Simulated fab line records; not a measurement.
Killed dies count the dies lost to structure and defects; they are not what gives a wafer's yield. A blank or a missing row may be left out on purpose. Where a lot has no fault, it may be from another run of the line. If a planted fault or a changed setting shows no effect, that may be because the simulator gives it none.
8D (eight disciplines) problem report, filled in by code / flow berkeley-cmos170 / the parts of the form that need people (team, actions taken, sign-off) are left out

== 1. WHAT WENT WRONG ==
Mean PWELL_NITRIDE_THK at UCB170_PWELL_THK_MEAS_06: 186.9 nm over 6 wafers in 2 lots; fault-free wafers: 220.3 nm, standard deviation 1.7. That puts it -20 standard deviations away from the usual mean.
Earliest sighting: wafer L718.2 on film-metro-04 at day 4 11:40. The record holds 42 wafers of 14 lots with a number at this step. By rule, "out" or "out of limits" means more than 4 standard deviations away from the usual mean. All remaining wafers that have a number are taken as sound.

== 2. WHAT IT IS, WHAT IT ISN'T ==
question=which readings at this step | is=PWELL_NITRIDE_THK | is not=-
question=which lots | is=L718, L720 | is not=L711, L712, L713, L714, L715, L716, L717, L728, L731, L732, L733, L734
question=which wafers of those lots | is=all that have a number | is not=-
question=read on which gauges | is=film-metro-04 | is not=film-metro-01, film-metro-03
question=when | is=from day 4 11:40 | is not=up to then (21 sound wafers); but 15 sound wafers of L728, L731, L732, L733, L734 came after

== 3. WHAT RULES OUT EACH SUSPECT ==
Counting: a tool at a process step up to the reading stays a suspect if it ran every lot that is out and no sound lot after the first of them.
- ruled out: the gauge at UCB170_PWELL_THK_MEAS_06. All the wafers that are out were read on film-metro-04, but those of them that UCB170_PWELL_CVD_05 has rows for are out there too, on other tools.
- lpcvd-01 at UCB170_PWELL_CVD_05 (deposits Si3N4 from SiH2Cl2/NH3, target thk 220 nm, time 3300 s): ruled out as a lasting fault. After its first lot that is out, L718 (day 4 09:44), sound lots L731, L732, L733 ran on it.
Left after counting: nothing in the record.

== 4. THE CAUSE (what the simulator had put in) ==
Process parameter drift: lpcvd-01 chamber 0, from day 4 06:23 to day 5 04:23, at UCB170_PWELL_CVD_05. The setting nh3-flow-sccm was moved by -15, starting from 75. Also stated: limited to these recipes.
It was ruled out by counting, in error; the rule expects a fault to strike all lots run on its tool from its start on, and this fault did not.

== 5. SEQUENCE OF EFFECTS, ordered by route ==
Each row: a reading where the mean over the struck wafers with a number is more than 3 standard deviations away from the usual. Only readings whose record carries a usual standard deviation are examined. hours: median over the lots of the time between each lot's start at the first step of this table that gives one and its start at this step. sigmas: the change, counted in usual standard deviations.
hours=0; step=UCB170_PWELL_CVD_05; reading=nh3-flow-sccm; usual=74.97 sccm; on struck wafers=59.94; change=-15.03; sigmas=-63
hours=2; step=UCB170_PWELL_THK_MEAS_06; reading=PWELL_NITRIDE_THK; usual=220.3 nm; on struck wafers=186.9; change=-33.4; sigmas=-20
hours=3; step=UCB170_PWELL_ETCH_14; reading=oes-product-au; usual=0.945 a.u.; on struck wafers=0.854; change=-0.091; sigmas=-5.3
Its process steps:
- UCB170_PWELL_CVD_05: deposits Si3N4 from SiH2Cl2/NH3, target thk 220 nm, time 3300 s.
- UCB170_PWELL_ETCH_14: etches Si3N4 in CH3F/Ar/O2, stops on SiO2, target depth 242 nm, time 151 s.
At these later measuring or inspecting steps, every struck wafer for which the step has a row has a number for every such reading, and none has moved that far: UCB170_SPACER_THK_MEAS_01, UCB170_PSD_TW_MEAS_10.

== 6. HOW IT WOULD HAVE BEEN CAUGHT EARLIER ==
In this record the first reading out of limits at a measuring or inspecting step was taken at day 4 11:40, 5 hours after the fault began at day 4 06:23.
Tool's own readings at UCB170_PWELL_CVD_05, nh3-flow-sccm: out on all struck wafers the step has rows for; an alarm limit on them would have tripped on the first.
